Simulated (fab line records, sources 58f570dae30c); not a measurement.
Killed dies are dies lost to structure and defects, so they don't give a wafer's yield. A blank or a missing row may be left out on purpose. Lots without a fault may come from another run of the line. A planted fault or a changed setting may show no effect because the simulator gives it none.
fab line records | flow berkeley_cmos170
record lots=7 wafers=21 last_day=13
route steps=331 shown CONTACT@232 M1@238
lots that met no fault: from a run of the same line without faults
start_h: hours from the record's first day to the start of the lot's first wafer shown | wait_h: hours since the lot's step before | " the same as in the row above | L1.1+2: a row that stands for several wafers | - no value, or no start given | * or withheld: withheld | < > ~ a bound
route shown NAME@n: a module of which the file shows steps, and the number in the route of the first | usual: mean/standard deviation of fault-free wafers | same: alike in all rows | chamber/n: place in a boat | sites: the reading at each site | _std_site: their standard deviation | _edge_site: outer sites' mean less inner sites' | radius_mm: how far each site lies from the wafer's centre | mask NAME#n: copy n | behind: the tool/chamber that last shaped the wafer | hold: why the lot was held/for how many hours/how that ended | device: the transistor (n, p or np) that didn't switch | end of line: the same wafers' tests at the end of the route | a step without rows: its recipe alone | killed: dies lost to structure and defects at the first sort, not the wafer's yield | map: a wafer's dies, x killed, . not, _ none there
set.NAME: the setting as run; set.NAME@STEP: as run at that earlier step | model.NAME: the simulator's own value behind a step, which no gauge read
lots at some steps of the route; a table a step, a row a wafer
services: from which hour (start_h, from the record's first day; less than 0 if before it) a tool's chamber was out of use, for how many hours, and why
## steps
# step UCB170_CONTACT_OVL_MEAS_16
# usual CONTACT_OVL=1/5.5
# columns lot.wafer tool chamber start_h wait_h CONTACT_OVL[nm]
L557.2 overlay-01 - 185.08 0.1 -1
L557.5 " - " " -9
L557.6 " - " " -6
L563.1 overlay-02 - 215.43 0.1 8
L563.3 " - " " 6
L563.5 " - " " 6
L565.1 overlay-02 - 215.68 0.1 -6
L565.2 " - " " 0
L565.5 " - " " -1
L564.2 overlay-02 - 215.80 0.1 6
L564.3 " - " " 4
L564.4 " - " " 1
L574.1 overlay-01 - 269.81 0.1 -7
L574.2 " - " " -6
L574.5 " - " " -10
L576.1 overlay-01 - 272.32 0.1 10
L576.2 " - " " 10
L576.5 " - " " 11
L578.1 overlay-01 - 292.08 0.1 -2
L578.2 " - " " -1
L578.5 " - " " 6
# step UCB170_CONTACT_ETCH_17
# recipe chemistry=N2/H2 target_depth_a=withheld overetch_a=withheld target=BARC time_s=withheld source_w=500 bias_w=100 pressure_mtorr=30 n2_flow_sccm=100 h2_flow_sccm=200
# usual drypump_motor_current_A=5.60/0.27 oes_product_au=1.013/0.026 rf_fwd_power_W=494.4/1.8 throttle_valve_pct=13.24/0.22
# columns lot.wafer tool chamber start_h wait_h drypump_motor_current_A oes_product_au rf_fwd_power_W throttle_valve_pct
L557.2 rie_diel-04 1 185.11 0.0 5.71 0.955 497.5 13.37
L557.5 " 0 " " 5.43 1.001 497.2 13.24
L557.6 " 3 " " 5.22 1.026 494.6 13.31
L563.1 rie_diel-02 3 215.47 0.0 5.93 1.026 494.2 13.17
L563.3 " 2 " " 5.66 1.012 495.0 13.20
L563.5 " 2 " " 5.66 1.006 494.2 13.21
L565.1 rie_diel-04 2 215.71 0.0 5.14 0.987 493.8 13.31
L565.2 " 1 " " 5.72 0.949 494.3 13.37
L565.5 " 0 " " 5.47 0.979 493.6 13.22
L564.2 rie_diel-03 2 215.83 0.0 5.86 1.001 493.8 13.46
L564.3 " 0 " " 5.32 1.005 493.0 13.17
L564.4 " 3 " " 5.70 1.051 492.5 12.81
L574.1 rie_diel-03 0 269.85 0.0 5.37 0.998 492.6 13.17
L574.2 " 2 " " 5.88 0.996 495.6 13.45
L574.5 " 0 " " 5.34 0.992 492.5 13.17
L576.1 rie_diel-02 3 272.36 0.0 5.94 0.996 494.7 13.28
L576.2 " 0 " " 5.65 1.025 495.5 13.22
L576.5 " 2 " " 5.67 1.009 492.3 13.21
L578.1 rie_diel-02 1 292.12 0.0 5.87 1.018 496.1 13.04
L578.2 " 3 " " 5.88 1.011 494.2 13.28
L578.5 " 2 " " 5.67 1.015 494.9 13.21
# step UCB170_CONTACT_ETCH_18
# recipe chemistry=CHF3/CF4/Ar target=PSG stop_on=TiSi2 CHF3_flow_sccm=45 cf4_flow_sccm=15 Ar_flow_sccm=150 pressure_mtorr=200 rf_w=700 target_depth_a=8400 over_etch_frac=0.2 time_s=195
# usual drypump_motor_current_A=5.59/0.26 mfc_ar_sccm=150.0/0.46 oes_product_au=0.900/0.012 rf_fwd_power_W=697.4/2 throttle_valve_pct=6.89/0.13
# same time_s=195
# columns lot.wafer tool chamber start_h wait_h drypump_motor_current_A mfc_ar_sccm oes_product_au rf_fwd_power_W rf_hours_counter_h throttle_valve_pct
L557.2 rie_diel-04 1 - - 5.73 150.7 0.884 700.5 116 6.82
L557.5 " 0 " " 5.43 150.0 0.890 696.4 - 6.85
L557.6 " 3 " " 5.23 150.6 0.917 701.2 - 6.85
L563.1 rie_diel-02 3 - - 5.87 150.0 0.896 699.4 137 6.89
L563.3 " 2 " " 5.65 150.1 0.916 697.3 98 6.85
L563.5 " 2 " " 5.59 149.8 0.914 694.2 - 6.83
L565.1 rie_diel-04 2 - - 5.16 149.8 0.889 696.0 0 6.93
L565.2 " 1 " " 5.71 149.4 0.873 694.1 117 6.83
L565.5 " 0 " " 5.42 150.6 0.892 700.4 - 6.88
L564.2 rie_diel-03 2 - - 5.90 149.8 0.911 697.7 109 7.00
L564.3 " 0 " " 5.32 150.0 0.894 697.7 101 6.92
L564.4 " 3 " " 5.73 150.0 0.913 693.2 22 6.60
L574.1 rie_diel-03 0 - - 5.32 149.7 0.906 696.3 105 6.91
L574.2 " 2 " " 5.92 149.8 0.907 699.5 112 6.98
L574.5 " 0 " " 5.32 150.0 0.904 696.7 - 6.91
L576.1 rie_diel-02 3 - - 5.92 151.0 0.886 695.7 0 6.91
L576.2 " 0 " " 5.63 150.1 0.907 697.1 1 6.90
L576.5 " 2 " " 5.66 150.1 0.899 698.5 - 6.84
L578.1 rie_diel-02 1 - - 5.89 149.5 0.869 696.7 91 6.88
L578.2 " 3 " " 5.90 149.6 0.881 697.6 1 6.89
L578.5 " 2 " " 5.65 149.3 0.897 696.4 - 6.85
# step UCB170_CONTACT_STRIP_19
# recipe chemistry=O2 power_w=400 pressure_mtorr=3500 platen_temp_c=withheld o2_flow_sccm=400 overash_fraction=0.5
# usual drypump_motor_current_A=5.7/0.6 oes_product_au=0.726/0.0043
# columns lot.wafer tool chamber start_h wait_h drypump_motor_current_A oes_product_au rf_hours_counter_h
L557.2 plasma_asher-04 0 185.27 - 6.4 0.720 34
L557.5 " 0 " " 6.3 0.734 -
L557.6 " 1 " " 4.8 0.719 -
L563.1 plasma_asher-03 0 215.64 - 5.8 0.722 52
L563.3 " 1 " " 5.3 0.725 -
L563.5 " 0 " " 5.8 0.726 -
L565.1 plasma_asher-01 0 215.88 - 6.1 0.723 52
L565.2 " 1 " " 6.3 0.726 52
L565.5 " 1 " " 6.3 0.721 -
L564.2 plasma_asher-04 0 216.00 - 6.4 0.724 37
L564.3 " 0 " " 6.4 0.727 -
L564.4 " 1 " " 4.8 0.727 -
L574.1 plasma_asher-04 1 270.01 - 4.8 0.729 44
L574.2 " 0 " " 6.4 0.720 44
L574.5 " 0 " " 6.3 0.725 -
L576.1 plasma_asher-04 1 272.53 - 4.8 0.729 44
L576.2 " 0 " " 6.3 0.721 44
L576.5 " 0 " " 6.3 0.726 -
L578.1 plasma_asher-03 1 292.28 - 5.3 0.719 61
L578.2 " 0 " " 5.8 0.717 61
L578.5 " 0 " " 5.8 0.726 -
# step UCB170_CONTACT_CD_MEAS_90
# recipe target_cd_nm=700
# usual cd_nm=700.0/1.7
# columns lot.wafer tool chamber start_h wait_h cd_nm
L557.2 cd_sem-02 - 185.39 0.1 699.1
L557.5 " - " " 697.3
L557.6 " - " " 698.3
L563.1 cd_sem-02 - 215.78 0.1 697.7
L563.3 " - " " 697.5
L563.5 " - " " 699.5
L565.1 cd_sem-02 - 215.98 0.1 703.8
L565.2 " - " " 699.8
L565.5 " - " " 701.4
L564.2 cd_sem-01 - 216.12 0.1 701.4
L564.3 " - " " 704.1
L564.4 " - " " 703.9
L574.1 cd_sem-02 - 270.11 0.1 699.2
L574.2 " - " " 698.7
L574.5 " - " " 698.4
L576.1 cd_sem-01 - 272.63 0.1 703.4
L576.2 " - " " 700.2
L576.5 " - " " 700.4
L578.1 cd_sem-01 - 292.38 0.1 698.5
L578.2 " - " " 699.5
L578.5 " - " " 700.2
# step UCB170_CONTACT_CLEAN_20
# recipe chemistry=SPM temp_c=120 time_s=600
# step UCB170_M1_SPUTTER_00
# recipe material=Al target_thk_nm=600 time_s=80 power_w=6063 chamber_pressure_pa=0.5
# usual throttle_valve_pct=30.3/0.88
# same time_s=80
# columns lot.wafer tool chamber start_h wait_h throttle_valve_pct
L557.2 pvd_sputter-01 - 185.69 0.0 29.6
L557.5 " - " " 31.7
L557.6 " - " " 30.7
L563.1 pvd_sputter-01 - 216.08 0.0 32.1
L563.3 " - " " 30.7
L563.5 " - " " 32.2
L565.1 pvd_sputter-04 - 216.27 0.0 31.1
L565.2 " - " " 29.6
L565.5 " - " " 30.5
L564.2 pvd_sputter-03 - 216.39 0.0 29.7
L564.3 " - " " 30.5
L564.4 " - " " 28.2
L574.1 pvd_sputter-01 - 271.18 0.0 30.8
L574.2 " - " " 29.5
L574.5 " - " " 30.7
L576.1 pvd_sputter-01 - 273.01 0.0 29.5
L576.2 " - " " 30.7
L576.5 " - " " 30.7
L578.1 pvd_sputter-04 - 292.68 0.0 31.0
L578.2 " - " " 29.5
L578.5 " - " " 29.6
# step UCB170_M1_RS_MEAS_01
# recipe thk_meas_gauge=four-point-probe reads=Al_of_M1_SPUTTER_00
# usual M1_AL_RS=0.0480/0.00054
# columns lot.wafer tool chamber start_h wait_h M1_AL_RS[ohm/sq]
L557.2 film_metro-03 - 185.77 0.1 0.0477
L557.5 " - " " 0.0479
L557.6 " - " " 0.0483
L563.1 film_metro-02 - 216.14 0.0 0.0485
L563.3 " - " " 0.0485
L563.5 " - " " 0.0482
L565.1 film_metro-03 - 216.34 0.0 0.0482
L565.2 " - " " 0.0487
L565.5 " - " " 0.0487
L564.2 film_metro-04 - 216.48 0.1 0.0476
L564.3 " - " " 0.0479
L564.4 " - " " 0.0466
L574.1 film_metro-02 - 271.24 0.0 0.0487
L574.2 " - " " 0.0483
L574.5 " - " " 0.0485
L576.1 film_metro-03 - 273.07 0.0 0.0479
L576.2 " - " " 0.0474
L576.5 " - " " 0.0476
L578.1 film_metro-04 - 292.74 0.0 0.0478
L578.2 " - " " 0.0476
L578.5 " - " " 0.0479
# step UCB170_M1_THK_MEAS_02
# recipe thk_meas_gauge=xrf reads=Al_of_M1_SPUTTER_00
# usual M1_AL_THK=602/7.2
# columns lot.wafer tool chamber start_h wait_h M1_AL_THK[nm]
L557.2 film_metro-03 - 185.88 0.1 607
L557.5 " - " " 605
L557.6 " - " " 599
L563.1 film_metro-02 - 216.26 0.1 594
L563.3 " - " " 591
L563.5 " - " " 599
L565.1 film_metro-03 - 216.46 0.1 607
L565.2 " - " " 597
L565.5 " - " " 599
L564.2 film_metro-04 - 216.59 0.1 609
L564.3 " - " " 604
L564.4 " - " " 620
L574.1 film_metro-02 - 271.36 0.1 595
L574.2 " - " " 603
L574.5 " - " " 596
L576.1 film_metro-03 - 273.19 0.1 598
L576.2 " - " " 607
L576.5 " - " " 608
L578.1 film_metro-04 - 292.86 0.1 606
L578.2 " - " " 606
L578.5 " - " " 604
# step UCB170_M1_COAT_03
# recipe resist=BARC temp_c=withheld time_s=withheld spin_rpm=3000 resist_thk_nm=withheld
# step UCB170_M1_COAT_04
# recipe resist=KrF spin_rpm=1500 resist_thk_nm=900
# step UCB170_M1_SOFTBAKE_05
# recipe resist=KrF temp_c=130 time_s=60
# step UCB170_M1_EXPOSE_06
# recipe mask_id=METAL1 target_cd_nm=700 na=0.5 sigma_outer=0.6 source_shape=conventional dose_mj=21
# usual exposure_dose_mJ_cm2=21.000/0.022 focus_offset_nm=0.0/0.61
# columns lot.wafer tool chamber start_h wait_h mask exposure_dose_mJ_cm2 focus_offset_nm
L557.2 krf_scanner-01 0 186.65 - METAL1#0 21.024 -0.3
L557.5 " 0 " " METAL1#0 21.017 -1.1
L557.6 " 0 " " METAL1#0 21.026 -1.0
L563.1 krf_scanner-02 - 216.90 - METAL1#0 - -
L563.3 " - " " METAL1#0 - -
L563.5 " - " " METAL1#0 - -
L565.1 krf_scanner-01 - 217.14 - METAL1#0 - -
L565.2 " - " " METAL1#0 - -
L565.5 " - " " METAL1#0 - -
L564.2 krf_scanner-02 - 217.40 - METAL1#0 - -
L564.3 " - " " METAL1#0 - -
L564.4 " - " " METAL1#0 - -
L574.1 krf_scanner-02 0 272.10 - METAL1#0 20.977 0.9
L574.2 " 0 " " METAL1#0 20.992 -0.3
L574.5 " 0 " " METAL1#0 20.978 0.6
L576.1 krf_scanner-02 0 273.96 - METAL1#0 21.006 -0.3
L576.2 " 0 " " METAL1#0 20.978 -0.3
L576.5 " 0 " " METAL1#0 21.013 -0.1
L578.1 krf_scanner-02 0 293.54 - METAL1#0 20.991 -0.4
L578.2 " 0 " " METAL1#0 20.988 -0.7
L578.5 " 0 " " METAL1#0 20.999 0.0
# step UCB170_M1_PEB_07
# recipe peb_temp_c=130 peb_time_s=withheld resist=KrF
## services
# columns tool chamber start_h hours kind
krf_scanner-02 - 163.28 1.3 pm
rie_diel-03 2 171.10 1.7 repair
rie_diel-03 0 171.56 7.7 repair
rie_diel-04 2 188.48 - clean
rie_diel-04 2 188.48 15.8 scheduled_down
rie_diel-04 2 188.48 15.8 vent_cycle
rie_diel-03 3 192.52 10.9 repair
krf_scanner-02 - 206.91 2.4 repair
krf_scanner-02 - 210.05 1.0 pm
rie_diel-04 2 219.09 7.4 repair
rie_diel-02 0 224.40 - clean
rie_diel-02 0 224.40 23.6 scheduled_down
rie_diel-02 0 224.40 23.6 vent_cycle
krf_scanner-01 - 232.13 1.3 pm
krf_scanner-01 - 238.00 1.0 pm
plasma_asher-01 - 239.62 2.4 repair
rie_diel-02 3 248.81 - clean
rie_diel-02 3 248.81 17.5 scheduled_down
rie_diel-02 3 248.81 17.5 vent_cycle
rie_diel-03 1 251.21 32.0 repair
rie_diel-04 0 254.83 13.4 repair
pvd_sputter-01 - 261.43 0.7 repair
rie_diel-03 0 293.34 2.5 repair
## key
first_sign step=UCB170_M1_EXPOSE_06 reading=tool_record direction=missing
effect none on later readings
met_at UCB170_M1_EXPOSE_06
struck_wafers L563.1,L563.3,L563.5,L564.2,L564.3,L564.4,L565.1,L565.2,L565.5
later_rows_left_out L563.1,L563.3,L563.5,L564.2,L564.3,L564.4,L565.1,L565.2,L565.5
sort_left_out L563.1,L563.3,L563.5,L564.2,L564.3,L564.4,L565.1,L565.2,L565.5
onset_between 186.65 216.90
fault kind=skipped_step_whole tool=krf_scanner-01,krf_scanner-02 chamber=- onset_h=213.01 steps=UCB170_M1_EXPOSE_06 scope=struck_lots_only
# sort_left_out: the simulated sort isn't trusted on such a fault, so these wafers' sort isn't shown, and their yield isn't known
# later_rows_left_out: the simulator's readings of these wafers behind a module that went badly wrong aren't trusted and aren't shown, but for the sort
